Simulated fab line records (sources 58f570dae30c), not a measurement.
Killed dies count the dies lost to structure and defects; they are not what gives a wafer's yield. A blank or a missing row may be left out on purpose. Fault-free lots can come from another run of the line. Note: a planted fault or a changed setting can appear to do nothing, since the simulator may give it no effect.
fab line records    flow berkeley_cmos170
[record] lots = 6  wafers = 18  last_day = 11
route steps=331 shown M1@250 V1@254
lots untouched by any fault: they come from a run of this same line in which no faults occurred
start_h: the number of hours between the record's first day and the start of the first shown wafer of the lot    wait_h: hours since the lot's step before    " the same as in the row above    L1.1+2: a single row standing in for several wafers    - either no value or no given start    * or withheld: withheld    < > ~ a bound
route shown NAME@n: names a module that has steps shown in the file, with the first one's number in the route    usual: mean/standard deviation of fault-free wafers    same: alike in all rows    chamber/n: place in a boat    sites: the reading at each site    _std_site: their standard deviation    _edge_site: outer sites' mean less inner sites'    radius_mm: how far each site lies from the wafer's centre    mask NAME#n: copy n    behind: the most recent tool/chamber to have shaped the wafer    hold: reason for holding the lot/hours on hold/outcome of the hold    device: which transistor (n, p or np) failed to switch    end of line: at the end of the route, the tests of the same wafers    where a step has no rows: the recipe by itself    killed: dies that structure and defects cost at the first sort, which is not the same as the wafer's yield    map: dies across one wafer; x = killed, . = not, _ = none there
set.NAME: the setting that was run; set.NAME@STEP: the one run at that earlier step    model.NAME: the simulator's own value behind a step, which no gauge read
lots at selected steps of the route; one table per step, one row per wafer
services: from which hour (start_h, from the record's first day; less than 0 if before it) a tool's chamber was out of use, for how many hours, and why
[[steps]]
[step UCB170_M1_METAL_ETCH_12]
[recipe] chemistry = Cl2/BCl3  target = Al  stop_on = PSG  pressure_mtorr = 12  target_depth_a = 7800  over_etch_frac = 0.3  time_s = 130  icp_w = 600  bias_w = 120  Cl2_flow_sccm = 90  bcl3_flow_sccm = 45
[usual] drypump_motor_current_A = 5.8/0.51  oes_product_au = 0.853/0.012  rf_fwd_power_W = 597.7/1.8  throttle_valve_pct = 24.34/0.11
lot.wafer  tool          chamber  start_h  wait_h  drypump_motor_current_A  oes_product_au  rf_fwd_power_W  rf_hours_counter_h  throttle_valve_pct
L274.3     rie_metal-04  0        175.52   -       6.5                      0.868           596.7           -                   24.27
L274.5     "             1        "        "       5.8                      0.868           599.0           -                   24.22
L274.6     "             0        "        "       6.4                      0.858           596.9           -                   24.26
L277.1     rie_metal-04  1        183.92   -       5.8                      0.853           598.0           6                   24.24
L277.2     "             0        "        "       6.5                      0.840           597.9           1                   24.28
L277.6     "             1        "        "       5.8                      0.848           599.0           -                   24.23
L281.1     rie_metal-04  1        209.99   -       5.8                      0.860           600.6           7                   24.22
L281.4     "             1        "        "       5.8                      0.856           601.9           -                   24.23
L281.6     "             1        "        "       5.8                      0.855           601.4           -                   24.23
L288.1     rie_metal-01  0        227.29   -       5.9                      0.833           598.6           4                   24.52
L288.3     "             1        "        "       6.0                      0.835           596.9           -                   24.22
L288.6     "             0        "        "       5.9                      0.816           598.7           -                   24.53
L292.3     rie_metal-02  0        244.98   -       5.5                      0.849           593.2           -                   24.46
L292.5     "             0        "        "       5.5                      0.852           595.2           -                   24.45
L292.6     "             1        "        "       4.9                      0.862           598.1           -                   24.42
L291.3     rie_metal-04  0        252.21   -       6.5                      0.848           597.0           -                   24.26
L291.5     "             1        "        "       5.8                      0.849           601.8           -                   24.22
L291.6     "             0        "        "       6.5                      0.851           597.4           -                   24.28
[step UCB170_M1_STRIP_13]
[recipe] chemistry = O2  power_w = 400  pressure_mtorr = 3500  platen_temp_c = withheld  o2_flow_sccm = 400  overash_fraction = 0.5
[usual] drypump_motor_current_A = 5.9/0.59  oes_product_au = 0.720/0.0044
lot.wafer  tool             chamber  start_h  wait_h  drypump_motor_current_A  oes_product_au  rf_hours_counter_h
L274.3     plasma_asher-03  1        175.65   0.1     5.8                      0.726           -
L274.5     "                0        "        "       5.9                      0.708           -
L274.6     "                1        "        "       5.8                      0.717           -
L277.1     plasma_asher-03  0        184.05   0.1     5.9                      0.710           49
L277.2     "                1        "        "       5.8                      0.720           49
L277.6     "                1        "        "       5.8                      0.720           -
L281.1     plasma_asher-03  1        210.12   0.1     5.9                      0.720           52
L281.4     "                0        "        "       5.9                      0.721           -
L281.6     "                1        "        "       5.8                      0.730           -
L288.1     plasma_asher-02  1        227.42   0.1     5.2                      0.722           13
L288.3     "                0        "        "       6.8                      0.718           -
L288.6     "                1        "        "       5.2                      0.719           -
L292.3     plasma_asher-04  0        245.10   0.1     6.5                      0.713           -
L292.5     "                1        "        "       5.3                      0.713           -
L292.6     "                0        "        "       6.4                      0.723           -
L291.3     plasma_asher-03  1        252.33   0.1     5.8                      0.720           -
L291.5     "                1        "        "       5.8                      0.719           -
L291.6     "                0        "        "       5.9                      0.723           -
[step UCB170_M1_CD_MEAS_90]
[recipe] target_cd_nm = 700
[usual] cd_nm = 700.9/2.1
lot.wafer  tool       chamber  start_h  wait_h  cd_nm
L274.3     cd_sem-01  -        175.84   0.2     700.5
L274.5     "          -        "        "       699.1
L274.6     "          -        "        "       701.4
L277.1     cd_sem-01  -        184.17   0.1     702.0
L277.2     "          -        "        "       699.1
L277.6     "          -        "        "       701.3
L281.1     cd_sem-01  -        210.22   0.1     702.3
L281.4     "          -        "        "       701.7
L281.6     "          -        "        "       702.0
L288.1     cd_sem-01  -        227.52   0.1     699.9
L288.3     "          -        "        "       699.4
L288.6     "          -        "        "       700.4
L292.3     cd_sem-02  -        245.21   0.1     699.7
L292.5     "          -        "        "       698.9
L292.6     "          -        "        "       700.2
L291.3     cd_sem-01  -        252.44   0.1     704.1
L291.5     "          -        "        "       706.7
L291.6     "          -        "        "       705.0
[step UCB170_M1_ANNEAL_14]
[recipe] temp_c = 400  time_s = 1200  ambient = forming_gas
[step UCB170_V1_CVD_00]
[recipe] material = SiO2  target_thk_nm = 2000  temp_c = 390  precursor = TEOS/O2  time_s = 250  rf_w = 550  pressure_mtorr = 9000
[usual] heater_power_w = 266/52  rf_fwd_power_W = 548.5/1.7
lot.wafer  tool      chamber  start_h  wait_h  heater_power_w  rf_fwd_power_W
L274.3     pecvd-03  1        179.25   0.0     197             548.5
L274.5     "         2        "        "       223             550.6
L274.6     "         1        "        "       259             548.5
L277.1     pecvd-01  1        190.68   0.0     292             547.5
L277.2     "         2        "        "       299             549.5
L277.6     "         2        "        "       216             550.0
L281.1     pecvd-01  2        212.84   0.0     304             552.1
L281.4     "         1        "        "       259             548.7
L281.6     "         2        "        "       209             549.5
L288.1     pecvd-03  1        233.03   0.0     190             545.3
L288.3     "         0        "        "       251             545.5
L288.6     "         1        "        "       261             548.5
L292.3     pecvd-01  0        248.72   0.2     369             548.2
L292.5     "         2        "        "       303             549.6
L292.6     "         0        "        "       275             550.1
L291.3     pecvd-02  1        257.53   0.0     261             547.4
L291.5     "         0        "        "       201             546.8
L291.6     "         2        "        "       195             548.3
[step UCB170_V1_THK_MEAS_01]
[recipe] reads = SiO2_of_V1_CVD_00
[usual] V1_TEOS_THK = 2003/25
lot.wafer  tool           chamber  start_h  wait_h  V1_TEOS_THK[nm]
L274.3     film_metro-04  -        179.42   0.1     2001
L274.5     "              -        "        "       1993
L274.6     "              -        "        "       2034
L277.1     film_metro-03  -        190.84   0.1     2022
L277.2     "              -        "        "       2030
L277.6     "              -        "        "       2037
L281.1     film_metro-04  -        213.00   0.1     1999
L281.4     "              -        "        "       2055
L281.6     "              -        "        "       2035
L288.1     film_metro-04  -        233.18   0.1     1996
L288.3     "              -        "        "       1976
L288.6     "              -        "        "       2007
L292.3     film_metro-03  -        248.89   0.1     1956
L292.5     "              -        "        "       2042
L292.6     "              -        "        "       1966
L291.3     film_metro-04  -        257.70   0.1     1981
L291.5     "              -        "        "       2051
L291.6     "              -        "        "       2015
[step UCB170_V1_CMP_02]
[recipe] material = SiO2  down_force_psi = 6  platen_rpm = 60  pad_velocity_m_s = 0.75398
[usual] edge_zone_pressure_frac = 1.000/0.0052  head_pressure_psi = 5.998/0.013  motor_current_A = 16.3/1.3
lot.wafer  tool    chamber  start_h  wait_h  edge_zone_pressure_frac  head_pressure_psi  motor_current_A
L274.3     cmp-01  3        179.46   0.0     1.007                    6.003              16.4
L274.6     "       3        "        "       1.003                    5.992              17.6
L274.5     "       0        "        "       1.005                    6.008              14.9
L277.2     cmp-02  1        191.00   0.1     1.008                    6.010              14.0
L277.1     "       2        "        "       0.995                    5.984              17.8
L277.6     "       0        "        "       1.001                    5.978              17.9
L281.1     cmp-02  2        213.06   0.1     1.002                    5.966              17.5
L281.4     "       1        "        "       1.003                    6.012              15.0
L281.6     "       2        "        "       0.998                    5.981              18.3
L288.3     cmp-01  0        233.59   0.4     0.997                    6.008              14.6
L288.1     "       2        "        "       1.004                    6.007              16.4
L288.6     "       0        "        "       0.999                    5.980              14.5
L292.3     cmp-02  3        249.43   0.5     1.003                    6.009              17.1
L292.6     "       2        "        "       0.996                    5.988              18.0
L292.5     "       3        "        "       1.007                    6.007              16.5
L291.3     cmp-01  3        257.74   0.0     1.006                    6.000              17.9
L291.5     "       3        "        "       1.008                    5.977              17.4
L291.6     "       0        "        "       1.010                    6.000              14.2
[step UCB170_V1_BOW_MEAS_03]
[recipe] mode = bow
[usual] V1_BOW = 17/6.2
lot.wafer  tool           chamber  start_h  wait_h  V1_BOW[um]
L274.3     film_metro-01  -        179.80   0.3     23
L274.5     "              -        "        "       20
L274.6     "              -        "        "       14
L277.1     film_metro-04  -        191.20   0.1     24
L277.2     "              -        "        "       13
L277.6     "              -        "        "       12
L281.1     film_metro-03  -        213.36   0.2     10
L281.4     "              -        "        "       11
L281.6     "              -        "        "       24
L288.1     film_metro-03  -        233.84   0.1     9
L288.3     "              -        "        "       23
L288.6     "              -        "        "       13
L292.3     film_metro-03  -        249.72   0.2     16
L292.5     "              -        "        "       7
L292.6     "              -        "        "       9
L291.3     film_metro-01  -        258.08   0.3     15
L291.5     "              -        "        "       23
L291.6     "              -        "        "       16
[step UCB170_V1_THK_MEAS_04]
[recipe] reads = SiO2_of_V1_CVD_00
[usual] V1_POLISHED_THK = 999.5/1.4
lot.wafer  tool           chamber  start_h  wait_h  V1_POLISHED_THK[nm]
L274.3     film_metro-01  -        179.90   0.1     999.7
L274.5     "              -        "        "       1000.0
L274.6     "              -        "        "       998.9
L277.1     film_metro-04  -        191.32   0.1     999.3
L277.2     "              -        "        "       1003.6
L277.6     "              -        "        "       1000.3
L281.1     film_metro-03  -        213.48   0.1     996.5
L281.4     "              -        "        "       1001.0
L281.6     "              -        "        "       997.0
L288.1     film_metro-03  -        233.96   0.1     999.5
L288.3     "              -        "        "       999.7
L288.6     "              -        "        "       997.9
L292.3     film_metro-03  -        249.82   0.1     998.3
L292.5     "              -        "        "       1000.0
L292.6     "              -        "        "       995.2
L291.3     film_metro-01  -        258.18   0.1     997.8
L291.5     "              -        "        "       997.6
L291.6     "              -        "        "       998.2
[step UCB170_V1_CLEAN_05]
[recipe] chemistry = DIW
[step UCB170_V1_HMDS_06]
[recipe] prime_time_s = 60  prime_temp_c = 100
[step UCB170_V1_COAT_07]
[recipe] resist = KrF  spin_rpm = 1500  resist_thk_nm = 900
[step UCB170_V1_SOFTBAKE_08]
[recipe] resist = KrF  temp_c = 130  time_s = 60
[usual] heater_power_total_W = 56.80/0.049  plate_temp_C = 130.00/0.14
lot.wafer  tool            chamber  start_h  wait_h  heater_power_total_W  plate_temp_C
L274.3     litho_track-01  0        180.58   0.1     56.78                 130.15
L274.5     "               0        "        "       56.73                 130.02
L274.6     "               0        "        "       56.75                 130.19
L277.1     litho_track-03  0        193.78   0.1     56.82                 130.07
L277.2     "               0        "        "       56.72                 129.76
L277.6     "               0        "        "       56.85                 129.91
L281.1     litho_track-01  0        215.75   0.1     56.79                 130.04
L281.4     "               0        "        "       56.81                 130.05
L281.6     "               0        "        "       56.74                 130.32
L288.1     litho_track-01  0        234.91   0.1     54.34                 125.59
L288.3     "               0        "        "       54.33                 125.48
L288.6     "               0        "        "       54.30                 125.46
L292.3     litho_track-04  0        250.49   0.1     56.84                 129.97
L292.5     "               0        "        "       56.76                 130.02
L292.6     "               0        "        "       56.78                 129.87
L291.3     litho_track-01  0        258.75   0.1     54.40                 125.73
L291.5     "               0        "        "       54.42                 125.62
L291.6     "               0        "        "       54.48                 125.81
[step UCB170_V1_EXPOSE_09]
[recipe] mask_id = VIA1  target_cd_nm = 700  na = 0.5  sigma_outer = 0.6  source_shape = conventional  dose_mj = 37
[step UCB170_V1_PEB_10]
[recipe] peb_temp_c = 130  peb_time_s = withheld  resist = KrF
[step UCB170_V1_DEVELOP_11]
[recipe] developer = TMAH  develop_time_s = 45  resist = KrF  dev_temp_c = 21
lot.wafer  tool            chamber  start_h  wait_h  model.KrF_of_V1_COAT_07.thk_nm
L274.3     litho_track-04  0        -        -       882.3
L274.5     "               0        "        "       881.4
L274.6     "               0        "        "       881
L277.1     litho_track-01  0        -        -       883.9
L277.2     "               0        "        "       884.2
L277.6     "               0        "        "       884.7
L281.1     litho_track-04  0        -        -       890.4
L281.4     "               0        "        "       887.6
L281.6     "               0        "        "       890.6
L288.1     litho_track-04  0        -        -       892.8
L288.3     "               0        "        "       892
L288.6     "               0        "        "       893.5
L292.3     litho_track-04  0        -        -       883.6
L292.5     "               0        "        "       884.9
L292.6     "               0        "        "       884.1
L291.3     litho_track-04  0        -        -       894.4
L291.5     "               0        "        "       893.7
L291.6     "               0        "        "       893.5
[step UCB170_V1_CD_MEAS_12]
[recipe] target_cd_nm = 700
[usual] cd_nm = 699.9/1.2
lot.wafer  tool       chamber  start_h  wait_h  cd_nm
L274.3     cd_sem-02  -        181.24   -       700.0
L274.5     "          -        "        "       700.3
L274.6     "          -        "        "       699.9
L277.1     cd_sem-02  -        194.71   -       699.9
L277.2     "          -        "        "       700.2
L277.6     "          -        "        "       700.7
L281.1     cd_sem-01  -        216.42   -       701.4
L281.4     "          -        "        "       700.8
L281.6     "          -        "        "       701.2
L288.1     cd_sem-02  -        235.69   -       688.7
L288.3     "          -        "        "       689.0
L288.6     "          -        "        "       688.6
L292.3     cd_sem-01  -        251.45   -       703.6
L292.5     "          -        "        "       702.2
L292.6     "          -        "        "       701.9
L291.3     cd_sem-01  -        259.28   -       692.7
L291.5     "          -        "        "       693.5
L291.6     "          -        "        "       693.0
[step UCB170_V1_OVL_MEAS_13]
[usual] V1_OVL = 1/4.8
lot.wafer  tool        chamber  start_h  wait_h  V1_OVL[nm]
L274.3     overlay-01  -        181.33   0.1     7
L274.5     "           -        "        "       5
L274.6     "           -        "        "       4
L277.1     overlay-01  -        194.83   0.1     4
L277.2     "           -        "        "       5
L277.6     "           -        "        "       4
L281.1     overlay-02  -        216.54   0.1     0
L281.4     "           -        "        "       -9
L281.6     "           -        "        "       5
L288.1     overlay-02  -        235.81   0.1     -4
L288.3     "           -        "        "       -6
L288.6     "           -        "        "       -2
L292.3     overlay-02  -        251.55   0.1     2
L292.5     "           -        "        "       -3
L292.6     "           -        "        "       -1
L291.3     overlay-02  -        259.37   0.1     4
L291.5     "           -        "        "       3
L291.6     "           -        "        "       2
[step UCB170_V1_ETCH_14]
[recipe] chemistry = CHF3/CF4/Ar  target = SiO2  stop_on = Al  CHF3_flow_sccm = 45  cf4_flow_sccm = 15  Ar_flow_sccm = 150  pressure_mtorr = 200  rf_w = 700  target_depth_a = 12500  over_etch_frac = 0.25  time_s = 291
[usual] drypump_motor_current_A = 5.6/0.36  oes_product_au = 0.875/0.013  rf_fwd_power_W = 698.7/2.4  throttle_valve_pct = 6.96/0.13
lot.wafer  tool         chamber  start_h  wait_h  drypump_motor_current_A  oes_product_au  rf_fwd_power_W  rf_hours_counter_h  throttle_valve_pct  model.V1.cd_nm
L274.3     rie_diel-01  1        181.36   0.0     5.9                      0.873           699.5           70                  6.77                699.7
L274.5     "            2        "        "       6.1                      0.888           700.3           -                   6.97                701
L274.6     "            1        "        "       5.9                      0.871           695.9           -                   6.78                699.4
L277.1     rie_diel-04  1        194.87   0.0     5.3                      0.872           697.7           56                  6.95                698.8
L277.2     "            3        "        "       5.2                      0.875           698.7           22                  6.98                700.4
L277.6     "            3        "        "       5.2                      0.869           699.4           -                   6.97                700.5
L281.1     rie_diel-04  3        216.58   0.0     5.2                      0.870           696.4           24                  6.98                701.4
L281.4     "            1        "        "       5.3                      0.867           703.6           58                  6.95                700.3
L281.6     "            0        "        "       5.8                      0.866           698.3           -                   7.11                701.7
L288.1     rie_diel-01  0        235.85   0.0     5.5                      0.854           695.4           61                  6.90                689
L288.3     "            1        "        "       5.9                      0.870           695.4           72                  6.77                688.2
L288.6     "            2        "        "       6.2                      0.889           701.9           -                   6.97                690.1
L292.3     rie_diel-04  1        251.57   0.0     5.3                      0.871           701.4           60                  6.95                702.6
L292.5     "            3        "        "       5.2                      0.873           702.5           -                   6.98                702.6
L292.6     "            2        "        "       5.8                      0.874           699.6           -                   7.17                702.7
L291.3     rie_diel-04  2        259.40   0.0     5.8                      0.876           698.6           81                  7.17                693.6
L291.5     "            3        "        "       5.2                      0.860           699.4           -                   6.96                693.8
L291.6     "            2        "        "       5.8                      0.874           700.5           -                   7.16                693.6
[step UCB170_V1_STRIP_15]
[recipe] chemistry = O2  power_w = 400  pressure_mtorr = 3500  platen_temp_c = withheld  o2_flow_sccm = 400  overash_fraction = 0.5
[usual] drypump_motor_current_A = 6.0/0.62  oes_product_au = 0.721/0.0047  strip_time_to_endpoint_s = 15.30/0.11
lot.wafer  tool             chamber  start_h  wait_h  drypump_motor_current_A  oes_product_au  rf_hours_counter_h  strip_time_to_endpoint_s
L274.3     plasma_asher-04  1        181.57   0.1     5.3                      0.723           -                   15.29
L274.5     "                1        "        "       5.3                      0.732           -                   15.24
L274.6     "                0        "        "       6.5                      0.717           -                   15.23
L277.1     plasma_asher-04  0        195.04   0.1     6.5                      0.717           40                  15.18
L277.2     "                1        "        "       5.3                      0.723           40                  15.11
L277.6     "                0        "        "       6.5                      0.721           -                   15.08
L281.1     plasma_asher-02  1        216.75   0.1     5.2                      0.718           11                  15.33
L281.4     "                0        "        "       6.8                      0.735           -                   15.36
L281.6     "                0        "        "       6.8                      0.725           -                   15.35
L288.1     plasma_asher-02  1        236.02   0.1     5.2                      0.730           14                  15.60
L288.3     "                0        "        "       6.8                      0.718           -                   15.43
L288.6     "                0        "        "       6.8                      0.715           -                   15.55
L292.3     plasma_asher-01  1        251.78   0.1     6.5                      0.718           -                   15.27
L292.5     "                1        "        "       6.5                      0.721           -                   15.18
L292.6     "                0        "        "       6.0                      0.722           -                   15.22
L291.3     plasma_asher-01  0        259.61   0.1     6.0                      0.725           -                   15.49
L291.5     "                1        "        "       6.5                      0.721           -                   15.41
L291.6     "                0        "        "       6.0                      0.722           -                   15.43
[[services]]
tool             chamber  start_h  hours  kind
rie_diel-04      -        154.08   0.5    repair
plasma_asher-03  -        154.94   2.8    pm
pecvd-03         -        158.76   1.3    repair
plasma_asher-03  -        163.50   9.4    repair
cmp-01           -        165.71   1.1    repair
pecvd-01         1        175.70   11.1   repair
plasma_asher-02  -        177.81   9.5    repair
rie_diel-01      0        187.21   4.4    repair
rie_metal-02     -        187.36   2.8    pm
rie_metal-01     0        196.42   20.0   repair
rie_diel-01      -        203.80   14.6   pm
cmp-01           -        206.32   1.5    repair
rie_metal-01     -        208.52   0.2    repair
cmp-01           -        215.03   1.7    repair
cmp-01           -        216.70   5.3    pm
pecvd-02         2        217.74   5.2    repair
rie_diel-01      2        218.84   4.0    repair
rie_diel-04      1        223.93   4.5    repair
cmp-02           -        232.02   4.0    pm
plasma_asher-03  -        242.31   5.1    repair
pecvd-02         -        242.50   14.0   pm
cmp-01           -        244.99   9.1    repair
pecvd-01         -        253.42   0.7    repair
rie_diel-01      1        254.65   7.0    repair
[[key]]
[first_sign] step = UCB170_V1_SOFTBAKE_08  reading = heater_power_total_W  direction = down  sigmas = 49  usual = 56.80  struck = 54.38
[effect] step = UCB170_V1_SOFTBAKE_08  reading = plate_temp_C  direction = down  sigmas = 32  usual = *  struck = *
[effect] step = UCB170_V1_CD_MEAS_12  reading = cd_nm  direction = down  sigmas = 7.8  usual = 699.9  struck = 690.9  through = control_loop
[model_effect] step = UCB170_V1_DEVELOP_11  value = KrF_of_V1_COAT_07.thk_nm  without = 888.1  struck = 893.3
[model_effect] step = UCB170_V1_ETCH_14  value = V1.cd_nm  without = 699.5  struck = 691.4
met_at UCB170_V1_SOFTBAKE_08
struck_wafers L288.1,L288.3,L288.6,L291.3,L291.5,L291.6
[loop_trim] step = UCB170_V1_EXPOSE_09  setting = dose  lots = L291
onset_between 215.75 234.91
[fault] kind = process_parameter_drift  tool = litho_track-01  chamber = -  onset_h = 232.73  steps = UCB170_V1_SOFTBAKE_08  channel = temp_c  offset = *  shape = step  end_h = 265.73  acts_in = *  stated = *
// loop_trim: a control loop set the setting to another value than it would have without faults
